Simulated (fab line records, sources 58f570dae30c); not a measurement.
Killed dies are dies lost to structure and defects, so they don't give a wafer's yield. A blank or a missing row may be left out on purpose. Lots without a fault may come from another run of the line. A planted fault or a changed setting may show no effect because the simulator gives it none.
fab line records | flow berkeley_cmos170 | part 2 of 2: steps 26 to 34 of 34
record lots=5 wafers=15 last_day=12
route steps=331 shown GATE@142 PLDD@145 NLDD@158 SPACER@171 PSD@175
lots that met no fault: from a run of the same line without faults
start_h: hours from the record's first day to the start of the lot's first wafer shown | wait_h: hours since the lot's step before | " the same as in the row above | L1.1+2: a row that stands for several wafers | - no value, or no start given | * or withheld: withheld | < > ~ a bound
route shown NAME@n: a module of which the file shows steps, and the number in the route of the first | usual: mean/standard deviation of fault-free wafers | same: alike in all rows | chamber/n: place in a boat | sites: the reading at each site | _std_site: their standard deviation | _edge_site: outer sites' mean less inner sites' | radius_mm: how far each site lies from the wafer's centre | mask NAME#n: copy n | behind: the tool/chamber that last shaped the wafer | hold: why the lot was held/for how many hours/how that ended | device: the transistor (n, p or np) that didn't switch | end of line: the same wafers' tests at the end of the route | a step without rows: its recipe alone | killed: dies lost to structure and defects at the first sort, not the wafer's yield | map: a wafer's dies, x killed, . not, _ none there
set.NAME: the setting as run; set.NAME@STEP: as run at that earlier step | model.NAME: the simulator's own value behind a step, which no gauge read
lots at some steps of the route; a table a step, a row a wafer
services: from which hour (start_h, from the record's first day; less than 0 if before it) a tool's chamber was out of use, for how many hours, and why
## steps
# step UCB170_NLDD_IMPLANT_09
# recipe species=As dose_cm2=5e+13 energy_kev=30 tilt_deg=7 rotation_deg=180
# usual rotation_deg=180.00/0.031
# columns lot.wafer tool chamber start_h wait_h rotation_deg
L076.1 implanter-04 0 174.05 0.1 180.02
L076.5 " 0 " " 180.01
L076.6 " 0 " " 180.01
L074.2 implanter-03 0 174.35 0.1 180.01
L074.4 " 0 " " 179.95
L074.6 " 0 " " 179.96
L083.3 implanter-04 0 222.35 0.1 179.97
L083.4 " 0 " " 180.01
L083.6 " 0 " " 180.00
L084.1 implanter-03 0 222.39 0.1 180.05
L084.3 " 0 " " 179.98
L084.6 " 0 " " 179.99
L090.1 implanter-04 0 246.36 0.1 179.95
L090.3 " 0 " " 179.99
L090.4 " 0 " " 180.02
# step UCB170_NLDD_STRIP_10
# recipe chemistry=O2 power_w=400 pressure_mtorr=3500 platen_temp_c=withheld o2_flow_sccm=400 overash_fraction=0.5
# usual drypump_motor_current_A=6.1/0.45 oes_product_au=0.734/0.0047 strip_time_to_endpoint_s=21.62/0.06
# columns lot.wafer tool chamber start_h wait_h drypump_motor_current_A oes_product_au rf_hours_counter_h strip_time_to_endpoint_s
L076.1 plasma_asher-04 0 174.20 0.1 5.9 0.730 6 21.63
L076.5 " 1 " " 5.9 0.736 - 21.60
L076.6 " 0 " " 5.9 0.736 - 21.58
L074.2 plasma_asher-01 0 174.48 0.1 6.5 0.724 46 21.62
L074.4 " 1 " " 6.6 0.728 - 21.60
L074.6 " 0 " " 6.5 0.740 - 21.60
L083.3 plasma_asher-04 1 222.48 0.1 5.9 0.742 - 21.58
L083.4 " 0 " " 5.9 0.737 - 21.60
L083.6 " 0 " " 5.9 0.729 - 21.67
L084.1 plasma_asher-03 1 222.54 0.1 5.6 0.730 47 21.61
L084.3 " 0 " " 5.1 0.739 - 21.64
L084.6 " 0 " " 5.1 0.739 - 21.62
L090.1 plasma_asher-04 0 246.51 0.1 5.9 0.735 13 21.67
L090.3 " 0 " " 5.9 0.729 - 21.65
L090.4 " 1 " " 5.8 0.738 - 21.69
# step UCB170_NLDD_TW_MEAS_11
# usual NLDD_TW=2221/16
# columns lot.wafer tool chamber start_h wait_h NLDD_TW
L076.1 film_metro-04 - 174.30 0.1 2243
L076.5 " - " " 2239
L076.6 " - " " 2244
L074.2 film_metro-04 - 174.59 0.1 2250
L074.4 " - " " 2240
L074.6 " - " " 2237
L083.3 film_metro-03 - 222.57 0.1 2229
L083.4 " - " " 2227
L083.6 " - " " 2217
L084.1 film_metro-01 - 222.64 0.1 2208
L084.3 " - " " 2211
L084.6 " - " " 2214
L090.1 film_metro-04 - 246.61 0.1 2216
L090.3 " - " " 2215
L090.4 " - " " 2212
# step UCB170_NLDD_CLEAN_12
# recipe chemistry=SPM temp_c=120 time_s=600
# usual bath_heat_duty_pct=13.4/1.4
# columns lot.wafer tool chamber start_h wait_h bath_heat_duty_pct
L076.1 wet_bench-03 3 174.36 0.1 12.8
L076.5 " 3 " " 12.2
L076.6 " 3 " " 12.1
L074.2 wet_bench-01 3 174.64 0.0 14.6
L074.4 " 3 " " 14.2
L074.6 " 3 " " 13.6
L083.3 wet_bench-04 0 222.61 0.0 12.6
L083.4 " 0 " " 12.7
L083.6 " 0 " " 13.4
L084.1 wet_bench-01 1 222.70 0.1 12.1
L084.3 " 1 " " 12.0
L084.6 " 1 " " 10.8
L090.1 wet_bench-01 2 246.78 0.2 14.8
L090.3 " 2 " " 15.0
L090.4 " 2 " " 14.6
# step UCB170_SPACER_CVD_00
# recipe material=SiO2 target_thk_nm=376 temp_c=390 precursor=TEOS/O2 time_s=47 rf_w=558.9 pressure_mtorr=9000
# usual heater_power_w=270/53
# columns lot.wafer tool chamber start_h wait_h heater_power_w
L076.1 pecvd-01 0 174.54 0.0 331
L076.5 " 1 " " 249
L076.6 " 2 " " 243
L074.2 pecvd-03 1 175.06 0.0 204
L074.4 " 2 " " 321
L074.6 " 0 " " 277
L083.3 pecvd-03 1 222.78 0.0 174
L083.4 " 1 " " 187
L083.6 " 2 " " 349
L084.1 pecvd-02 1 222.88 0.0 302
L084.3 " 0 " " 365
L084.6 " 1 " " 226
L090.1 pecvd-01 2 246.96 0.0 232
L090.3 " 1 " " 203
L090.4 " 2 " " 250
# step UCB170_SPACER_THK_MEAS_01
# recipe reads=SiO2_of_SPACER_CVD_00
# usual SPACER_TEOS_THK=377/4.3
# columns lot.wafer tool chamber start_h wait_h SPACER_TEOS_THK[nm]
L076.1 film_metro-02 - 174.58 0.0 377
L076.5 " - " " 386
L076.6 " - " " 382
L074.2 film_metro-01 - 175.11 0.0 375
L074.4 " - " " 383
L074.6 " - " " 376
L083.3 film_metro-03 - 222.85 0.0 371
L083.4 " - " " 373
L083.6 " - " " 377
L084.1 film_metro-03 - 222.94 0.0 377
L084.3 " - " " 379
L084.6 " - " " 381
L090.1 film_metro-02 - 247.00 0.0 375
L090.3 " - " " 374
L090.4 " - " " 379
# step UCB170_SPACER_ANNEAL_02
# recipe temp_c=900 time_s=1800 ambient=N2
# usual spike_tc_source_C=924/3.8
# columns lot.wafer tool chamber start_h wait_h spike_tc_source_C
L074.2 furnace-04 0 182.77 7.6 918
L074.4 " 0 " " 917
L074.6 " 0 " " 917
L076.1 furnace-04 0 182.77 8.2 919
L076.5 " 0 " " 916
L076.6 " 0 " " 919
L083.3 furnace-04 0 227.38 4.5 918
L083.4 " 0 " " 919
L083.6 " 0 " " 920
L084.1 furnace-04 0 227.38 4.4 919
L084.3 " 0 " " 918
L084.6 " 0 " " 918
L090.1 furnace-04 0 252.65 5.6 918
L090.3 " 0 " " 921
L090.4 " 0 " " 918
# step UCB170_SPACER_ETCHBACK_03
# recipe stop_on=Si target=SiO2 chemistry=CHF3/CF4/Ar CHF3_flow_sccm=50 cf4_flow_sccm=10 Ar_flow_sccm=120 pressure_mtorr=200 rf_w=500 target_depth_a=3760 time_s=100
# usual drypump_motor_current_A=5.9/0.33 oes_product_au=0.904/0.017 throttle_valve_pct=6.47/0.07
# columns lot.wafer tool chamber start_h wait_h drypump_motor_current_A oes_product_au rf_hours_counter_h throttle_valve_pct
L074.2 rie_diel-01 2 184.27 0.0 5.8 0.888 19 6.42
L074.4 " 0 " " 6.3 0.905 1 6.53
L074.6 " 3 " " 6.3 0.909 - 6.59
L076.1 rie_diel-02 1 184.27 0.0 5.8 0.933 10 6.52
L076.5 " 1 " " 5.9 0.944 - 6.51
L076.6 " 0 " " 6.2 0.904 - 6.52
L083.3 rie_diel-04 1 228.88 0.0 6.5 0.897 70 6.40
L083.4 " 0 " " 5.6 0.923 20 6.36
L083.6 " 1 " " 6.5 0.912 - 6.41
L084.1 rie_diel-01 0 228.88 0.0 6.3 0.885 2 6.52
L084.3 " 2 " " 5.8 0.894 20 6.43
L084.6 " 1 " " 5.6 0.918 - 6.49
L090.1 rie_diel-01 2 254.15 0.0 5.8 0.889 22 6.43
L090.3 " 1 " " 5.7 0.897 122 6.50
L090.4 " 0 " " 6.2 0.895 4 6.50
# step UCB170_PSD_HMDS_00
# recipe prime_time_s=60 prime_temp_c=100
# usual chill_plate_temp_C=23.01/0.1
# columns lot.wafer tool chamber start_h wait_h chill_plate_temp_C
L076.1 litho_track-01 0 184.34 0.0 22.98
L076.5 " 0 " " 22.97
L076.6 " 0 " " 23.09
L074.2 litho_track-02 0 184.36 0.1 23.16
L074.4 " 0 " " 23.17
L074.6 " 0 " " 23.22
L084.1 litho_track-01 0 228.97 0.0 22.98
L084.3 " 0 " " 22.95
L084.6 " 0 " " 23.12
L083.3 litho_track-02 0 229.00 0.1 23.21
L083.4 " 0 " " 23.07
L083.6 " 0 " " 23.22
L090.1 litho_track-04 0 254.46 0.3 23.12
L090.3 " 0 " " 23.09
L090.4 " 0 " " 23.05
## services
# columns tool chamber start_h hours kind
krf_scanner-02 - 146.74 0.8 pm
rie_diel-04 3 151.82 14.3 repair
furnace-04 - 152.01 6.6 repair
krf_scanner-01 - 159.35 0.8 pm
implanter-01 - 160.51 4.4 pm
rie_diel-02 3 160.96 4.6 repair
implanter-04 - 175.79 1.8 repair
furnace-04 - 178.26 3.0 pm
krf_scanner-01 0 189.37 - calibration
krf_scanner-01 - 192.26 1.3 repair
pecvd-01 2 194.55 2.7 repair
krf_scanner-02 - 197.38 1.3 pm
pecvd-01 - 197.49 5.5 pm
plasma_asher-03 - 211.06 1.3 repair
pecvd-02 2 218.19 22.3 repair
rie_diel-01 0 220.65 6.5 repair
rie_diel-01 3 227.19 - clean
implanter-01 - 229.57 1.8 repair
krf_scanner-02 - 230.38 0.1 repair
krf_scanner-01 - 233.61 0.3 repair
implanter-03 - 235.13 2.7 repair
implanter-03 - 246.20 1.4 repair
wet_bench-01 - 252.19 1.9 repair
rie_diel-04 2 253.66 5.6 repair
